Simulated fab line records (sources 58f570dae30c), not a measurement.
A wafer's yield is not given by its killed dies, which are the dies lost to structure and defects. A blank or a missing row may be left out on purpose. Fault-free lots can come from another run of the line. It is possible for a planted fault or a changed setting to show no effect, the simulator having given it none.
Which tool did it? :: flow berkeley-cmos170 :: 42 wafers from 14 lots sampled at 3 of the route's 331 steps

WHAT EACH GAUGE READ, for each wafer
UCB170_CONTACT_CD_MEAS_90: target cd 700 nm. Usual: 699.4 nm for cd-nm, sd 1.7.
lot: L130
measured: day 6 03:29
on: cd-sem-02
cd-nm (nm): 696.0 694.9 695.6
flag: 

lot: L131
measured: day 7 05:43
on: cd-sem-01
cd-nm (nm): 701.8 700.9 702.2
flag: 

lot: L132
measured: day 7 15:34
on: cd-sem-01
cd-nm (nm): 700.9 701.8 700.9
flag: 

lot: L135
measured: day 7 15:49
on: cd-sem-01
cd-nm (nm): 701.8 700.7 701.6
flag: 

lot: L134
measured: day 8 08:28
on: cd-sem-02
cd-nm (nm): 698.6 696.9 699.8
flag: 

lot: L137
measured: day 8 18:19
on: cd-sem-01
cd-nm (nm): 698.4 697.1 699.0
flag: 

lot: L138
measured: day 8 18:34
on: cd-sem-01
cd-nm (nm): 699.6 697.4 699.3
flag: 

lot: L142
measured: day 9 09:26
on: cd-sem-01
cd-nm (nm): 698.7 699.3 700.3
flag: 

lot: L141
measured: day 10 01:57
on: cd-sem-02
cd-nm (nm): 701.2 701.0 700.8
flag: 

lot: L144
measured: day 10 02:05
on: cd-sem-01
cd-nm (nm): 699.0 699.1 696.6
flag: 

lot: L145
measured: day 10 02:59
on: cd-sem-01
cd-nm (nm): 698.7 698.8 699.8
flag: 

lot: L146
measured: day 10 16:09
on: cd-sem-02
cd-nm (nm): 697.6 697.2 698.6
flag: 

lot: L149
measured: day 11 04:41
on: cd-sem-01
cd-nm (nm): 700.5 700.6 700.7
flag: 

lot: L152
measured: day 11 18:44
on: cd-sem-01
cd-nm (nm): 701.1 700.6 702.5
flag: 

WHICH TOOL RAN EACH LOT (tool, then ch and the chambers of the sampled wafers, then the start)
lot: L130
UCB170_NLDD_STRIP_10: plasma-asher-04 ch 1, day 5 14:44
UCB170_CONTACT_RTA_08: rtp-anneal-02 ch 0, day 6 02:01

lot: L131
UCB170_NLDD_STRIP_10: plasma-asher-04 ch 0,1, day 6 12:46
UCB170_CONTACT_RTA_08: rtp-anneal-02 ch 0, day 7 04:22

lot: L132
UCB170_NLDD_STRIP_10: plasma-asher-04 ch 0,1, day 6 23:59
UCB170_CONTACT_RTA_08: rtp-anneal-01 ch 0, day 7 14:07

lot: L135
UCB170_NLDD_STRIP_10: plasma-asher-01 ch 0,1, day 7 00:17
UCB170_CONTACT_RTA_08: rtp-anneal-02 ch 0, day 7 14:07

lot: L134
UCB170_NLDD_STRIP_10: plasma-asher-04 ch 0,1, day 7 13:16
UCB170_CONTACT_RTA_08: rtp-anneal-02 ch 0, day 8 06:44

lot: L137
UCB170_NLDD_STRIP_10: plasma-asher-04 ch 0,1, day 8 01:23
UCB170_CONTACT_RTA_08: rtp-anneal-02 ch 0, day 8 16:59

lot: L138
UCB170_NLDD_STRIP_10: plasma-asher-03 ch 0,1, day 8 01:40
UCB170_CONTACT_RTA_08: rtp-anneal-01 ch 0, day 8 16:59

lot: L142
UCB170_NLDD_STRIP_10: plasma-asher-04 ch 0,1, day 8 15:08
UCB170_CONTACT_RTA_08: rtp-anneal-02 ch 0, day 9 07:11

lot: L141
UCB170_NLDD_STRIP_10: plasma-asher-03 ch 0, day 9 00:54
UCB170_CONTACT_RTA_08: rtp-anneal-02 ch 0, day 10 00:17

lot: L144
UCB170_NLDD_STRIP_10: plasma-asher-03 ch 0, day 9 01:13
UCB170_CONTACT_RTA_08: rtp-anneal-01 ch 0, day 10 00:35

lot: L145
UCB170_NLDD_STRIP_10: plasma-asher-03 ch 0,1, day 9 07:24
UCB170_CONTACT_RTA_08: rtp-anneal-01 ch 0, day 10 00:55

lot: L146
UCB170_NLDD_STRIP_10: plasma-asher-04 ch 0,1, day 9 20:18
UCB170_CONTACT_RTA_08: rtp-anneal-02 ch 0, day 10 14:39

lot: L149
UCB170_NLDD_STRIP_10: plasma-asher-04 ch 0,1, day 10 11:46
UCB170_CONTACT_RTA_08: rtp-anneal-01 ch 0, day 11 02:59

lot: L152
UCB170_NLDD_STRIP_10: plasma-asher-01 ch 0,1, day 11 01:31
UCB170_CONTACT_RTA_08: rtp-anneal-02 ch 0, day 11 17:23
- UCB170_NLDD_STRIP_10: strips in O2.
- UCB170_CONTACT_RTA_08: time 10 s.

WHAT THE TOOLS THEMSELVES READ (means of the sampled wafers that have a number; where no wafer has one, the mark that the record gives instead)
UCB170_NLDD_STRIP_10. Usual: drypump-motor-current-A 5.6 A, standard deviation 0.53; oes-product-au 0.734 a.u., standard deviation 0.0046; strip-time-to-endpoint-s 21.62 s, standard deviation 0.062.
lot: L130
tool: plasma-asher-04
drypump-motor-current-A (A): 4.8
oes-product-au (a.u.): 0.735
strip-time-to-endpoint-s (s): 21.55
flag: 

lot: L131
tool: plasma-asher-04
drypump-motor-current-A (A): 5.1
oes-product-au (a.u.): 0.740
strip-time-to-endpoint-s (s): 21.61
flag: 

lot: L132
tool: plasma-asher-04
drypump-motor-current-A (A): 5.1
oes-product-au (a.u.): 0.727
strip-time-to-endpoint-s (s): 21.62
flag: 

lot: L135
tool: plasma-asher-01
drypump-motor-current-A (A): 5.5
oes-product-au (a.u.): 0.734
strip-time-to-endpoint-s (s): 21.63
flag: 

lot: L134
tool: plasma-asher-04
drypump-motor-current-A (A): 5.4
oes-product-au (a.u.): 0.740
strip-time-to-endpoint-s (s): 21.74
flag: 

lot: L137
tool: plasma-asher-04
drypump-motor-current-A (A): 5.1
oes-product-au (a.u.): 0.731
strip-time-to-endpoint-s (s): 21.66
flag: 

lot: L138
tool: plasma-asher-03
drypump-motor-current-A (A): 6.0
oes-product-au (a.u.): 0.736
strip-time-to-endpoint-s (s): 21.67
flag: 

lot: L142
tool: plasma-asher-04
drypump-motor-current-A (A): 5.1
oes-product-au (a.u.): 0.738
strip-time-to-endpoint-s (s): 21.61
flag: 

lot: L141
tool: plasma-asher-03
drypump-motor-current-A (A): 6.1
oes-product-au (a.u.): 0.732
strip-time-to-endpoint-s (s): 21.67
flag: 

lot: L144
tool: plasma-asher-03
drypump-motor-current-A (A): 6.1
oes-product-au (a.u.): 0.735
strip-time-to-endpoint-s (s): 21.61
flag: 

lot: L145
tool: plasma-asher-03
drypump-motor-current-A (A): 6.0
oes-product-au (a.u.): 0.733
strip-time-to-endpoint-s (s): 21.60
flag: 

lot: L146
tool: plasma-asher-04
drypump-motor-current-A (A): 5.5
oes-product-au (a.u.): 0.735
strip-time-to-endpoint-s (s): 21.69
flag: 

lot: L149
tool: plasma-asher-04
drypump-motor-current-A (A): 5.1
oes-product-au (a.u.): 0.731
strip-time-to-endpoint-s (s): 21.64
flag: 

lot: L152
tool: plasma-asher-01
drypump-motor-current-A (A): 5.8
oes-product-au (a.u.): 0.736
strip-time-to-endpoint-s (s): 21.67
flag: 

UCB170_CONTACT_RTA_08. Usual: lamp-power-pct 24.4 %, standard deviation 0.58; wafer_temp_C_max 904.5, standard deviation 1.3.
lot: L130
tool: rtp-anneal-02
lamp-power-pct (%): 24.9
wafer_temp_C_max: 906.0
flag: 

lot: L131
tool: rtp-anneal-02
lamp-power-pct (%): 24.9
wafer_temp_C_max: 905.3
flag: 

lot: L132
tool: rtp-anneal-01
lamp-power-pct (%): 23.7
wafer_temp_C_max: 903.7
flag: 

lot: L135
tool: rtp-anneal-02
lamp-power-pct (%): 24.9
wafer_temp_C_max: 905.2
flag: 

lot: L134
tool: rtp-anneal-02
lamp-power-pct (%): 24.9
wafer_temp_C_max: 905.8
flag: 

lot: L137
tool: rtp-anneal-02
lamp-power-pct (%): 24.9
wafer_temp_C_max: 905.1
flag: 

lot: L138
tool: rtp-anneal-01
lamp-power-pct (%): 23.7
wafer_temp_C_max: 903.9
flag: 

lot: L142
tool: rtp-anneal-02
lamp-power-pct (%): 24.9
wafer_temp_C_max: 905.6
flag: 

lot: L141
tool: rtp-anneal-02
lamp-power-pct (%): 24.9
wafer_temp_C_max: 906.0
flag: 

lot: L144
tool: rtp-anneal-01
lamp-power-pct (%): 23.7
wafer_temp_C_max: 903.9
flag: 

lot: L145
tool: rtp-anneal-01
lamp-power-pct (%): 23.7
wafer_temp_C_max: 903.9
flag: 

lot: L146
tool: rtp-anneal-02
lamp-power-pct (%): 24.9
wafer_temp_C_max: 905.3
flag: 

lot: L149
tool: rtp-anneal-01
lamp-power-pct (%): 23.7
wafer_temp_C_max: 904.6
flag: 

lot: L152
tool: rtp-anneal-02
lamp-power-pct (%): 24.9
wafer_temp_C_max: 904.7
flag: 

THE ANSWER, worked out from the rows above alone
Rule: take the mean of a lot's wafers that have a number; if it is more than 3 standard deviations from the usual mean, the lot is off. Also off: a lot with no number at a reading for which 4 or more lots have one. Where the step has rows for the other lots, those lots are counted as sound. Order of review: gauges by route order, followed by the tools' own readings, for which a lot's mean as printed above is used. The first step at which some lot is off is used, and at that step the reading that is off furthest; a lot without a number counts as furthest.
No lot is off on any of the readings shown, so nothing can be concluded from this.

WHAT HAD BEEN PUT IN BY THE SIMULATOR
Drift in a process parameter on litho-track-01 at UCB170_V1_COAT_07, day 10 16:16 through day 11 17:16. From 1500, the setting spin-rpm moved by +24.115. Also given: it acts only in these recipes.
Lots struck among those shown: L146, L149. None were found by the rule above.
